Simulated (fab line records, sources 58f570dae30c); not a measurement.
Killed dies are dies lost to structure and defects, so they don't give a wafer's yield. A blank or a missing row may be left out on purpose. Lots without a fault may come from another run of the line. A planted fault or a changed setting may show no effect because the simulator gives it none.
One fault seen from 2 desks | flow berkeley_cmos170 | each desk has only its own numbers; what lay behind them comes last

THE TOOL OWNER'S DESK: rie_si-02
The tool's own readings at UCB170_GATE_ETCH_15 (etches poly-Si in HBr/Cl2, stops on SiO2, time 56.3 s, target depth 278.2 nm): means of the sampled wafers that have a number, for each lot that ran on this tool. A lot is out of limits, marked OUT, if its mean lies more than 4 standard deviations from the usual mean; the brackets give that distance.
Columns: A = drypump_motor_current_A at UCB170_GATE_ETCH_15, usual 5.6 A; B = oes_product_au at UCB170_GATE_ETCH_15, usual 0.833 a.u.; C = throttle_valve_pct at UCB170_GATE_ETCH_15, usual 26.49 %
lot  | first seen here | A   | B     | C
L657 | day 8 16:23     | 5.7 | 0.846 | 26.74
L671 | day 11 10:53    | 5.4 | 0.894 | 26.56
This desk's finding: nothing out of limits on any of the 2 lots.

THE METROLOGY DESK
What the gauges read, lot by lot, whatever tool the lot ran on: means of the sampled wafers that have a number. A lot is out of limits, marked OUT, if its mean lies more than 4 standard deviations from the usual mean; the brackets give that distance.
Columns: A = GATE_POLY_THK at UCB170_GATE_THK_MEAS_05, usual 214.1 nm; B = cd_nm at UCB170_GATE_CD_MEAS_12, usual 349.8 nm; C = GATE_OVL at UCB170_GATE_OVL_MEAS_13, usual -1 nm
lot  | first seen here | A     | B     | C
L655 | day 7 18:59     | 216.2 | 349.8 | 2
L657 | day 8 14:57     | 216.0 | 348.7 | -6
L671 | day 11 08:22    | 209.6 | 349.6 | 8
L675 | day 11 12:08    | 217.0 | 347.7 | -7
L676 | day 11 12:11    | 217.5 | 350.3 | -7
This desk's finding: nothing out of limits on any of the 5 lots.

PUT TOGETHER
The tool owner's desk saw nothing out of limits.
The metrology desk saw nothing out of limits.

WHAT THE SIMULATOR HAD PUT IN
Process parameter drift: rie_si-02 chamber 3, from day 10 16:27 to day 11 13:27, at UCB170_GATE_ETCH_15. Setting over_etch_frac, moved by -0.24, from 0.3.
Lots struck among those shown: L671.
